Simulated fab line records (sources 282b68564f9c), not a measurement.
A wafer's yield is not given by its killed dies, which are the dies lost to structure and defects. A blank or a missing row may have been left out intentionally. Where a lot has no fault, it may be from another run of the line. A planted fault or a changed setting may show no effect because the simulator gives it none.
Shared-tool check | flow ritCmos | 14 lots and 42 wafers in the sample

WHY THIS WAS OPENED
At RIT_PSD_TW_MEAS_10 the reading PSD_TW is flagged on 2 of 14 lots. No-fault wafers: 3403, standard deviation 28.
Rule: flag the lot when none of its wafers has a number, or when each of its wafers that has one lies beyond 4 standard deviations from that mean. The rest of the lots are taken to be sound.

lot  | measured    | on           | PSD_TW, wafer by wafer | flag
L102 | day 3 04:28 | filmMetro-02 | 3350 3350 3361         | 
L103 | day 3 12:22 | filmMetro-02 | 3373 3370 3375         | 
L105 | day 3 21:16 | filmMetro-04 | 3417 3402 3418         | 
L104 | day 3 21:33 | filmMetro-03 | 3423 3430 3431         | 
L106 | day 3 22:58 | filmMetro-04 | 3436 3438 3443         | 
L108 | day 4 15:29 | filmMetro-04 | 3416 3439 3442         | 
L109 | day 4 19:10 | filmMetro-03 | 3414 3415 3408         | 
L112 | day 5 05:01 | filmMetro-02 | 3334 3346 3350         | 
L115 | day 5 20:55 | filmMetro-03 | 3422 3409 3396         | 
L116 | day 5 23:31 | filmMetro-03 | 3423 3413 3405         | 
L117 | day 6 04:19 | filmMetro-02 | 3380 3386 3363         | 
L119 | day 6 16:59 | filmMetro-02 | 3367 3360 3373         | 
L121 | day 7 00:47 | filmMetro-03 | 2961 2951 2964         | FLAGGED
L122 | day 7 05:50 | filmMetro-04 | 2930 2943 2921         | FLAGGED
On average the flagged lots' numbers are 2945, which is -458 against the usual, or -16 standard deviations.

TOOL THAT RAN EACH LOT
The record holds 1 process step before the reading, out of a route of 202 steps. Each cell gives the tool, then ch followed by the chambers the sampled wafers passed through, then the start.
lot  | flag    | RIT_PSD_IMPLANT_08
L102 |         | implanter-04 ch 0, day 3 04:09
L103 |         | implanter-01 ch 0, day 3 12:04
L105 |         | implanter-01 ch 0, day 3 20:57
L104 |         | implanter-04 ch 0, day 3 21:14
L106 |         | implanter-01 ch 0, day 3 22:39
L108 |         | implanter-01 ch 0, day 4 15:11
L109 |         | implanter-04 ch 0, day 4 18:51
L112 |         | implanter-02 ch 0, day 5 04:43
L115 |         | implanter-04 ch 0, day 5 20:37
L116 |         | implanter-02 ch 0, day 5 23:14
L117 |         | implanter-02 ch 0, day 6 03:56
L119 |         | implanter-02 ch 0, day 6 16:40
L121 | FLAGGED | implanter-04 ch 0, day 7 00:28
L122 | FLAGGED | implanter-04 ch 0, day 7 05:32
What these steps do:
- RIT_PSD_IMPLANT_08
- RIT_PSD_TW_MEAS_10

FLAGGED AGAINST TOTAL, ONE TOOL AT A TIME (gauges that did the reading follow at the end)
step               | tool         | lots run | flagged | share of the flagged lots | sound lots run after its first flagged lot
RIT_PSD_IMPLANT_08 | implanter-01 | 4        | 0       | none                      | -
RIT_PSD_IMPLANT_08 | implanter-02 | 4        | 0       | none                      | -
RIT_PSD_IMPLANT_08 | implanter-04 | 6        | 2       | all                       | 0
RIT_PSD_TW_MEAS_10 | filmMetro-02 | 5        | 0       | none                      | -
RIT_PSD_TW_MEAS_10 | filmMetro-03 | 5        | 1       | some                      | 0
RIT_PSD_TW_MEAS_10 | filmMetro-04 | 4        | 1       | some                      | 0

WHAT THE TABLE PERMITS
1 row of the table ran every flagged lot: implanter-04 at RIT_PSD_IMPLANT_08.
- implanter-04 at RIT_PSD_IMPLANT_08 ran 6 lots, 2 of them flagged. Its last sound lot is L115 (day 5 20:37), its first flagged lot L121 (day 7 00:28): a fault that began between those two fits. Its own readings lie more than 4 standard deviations out on every wafer of the flagged lots: doseIonsCm2, faradayCurrentUA.
Left over: one tool, implanter-04 at RIT_PSD_IMPLANT_08.

WHAT THE SIMULATOR HAD PUT IN
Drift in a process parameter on implanter-04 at RIT_PSD_IMPLANT_08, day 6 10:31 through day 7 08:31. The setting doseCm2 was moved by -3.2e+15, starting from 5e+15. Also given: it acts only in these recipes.
Struck lots among those shown: L121, L122. The rule given above showed the same thing.
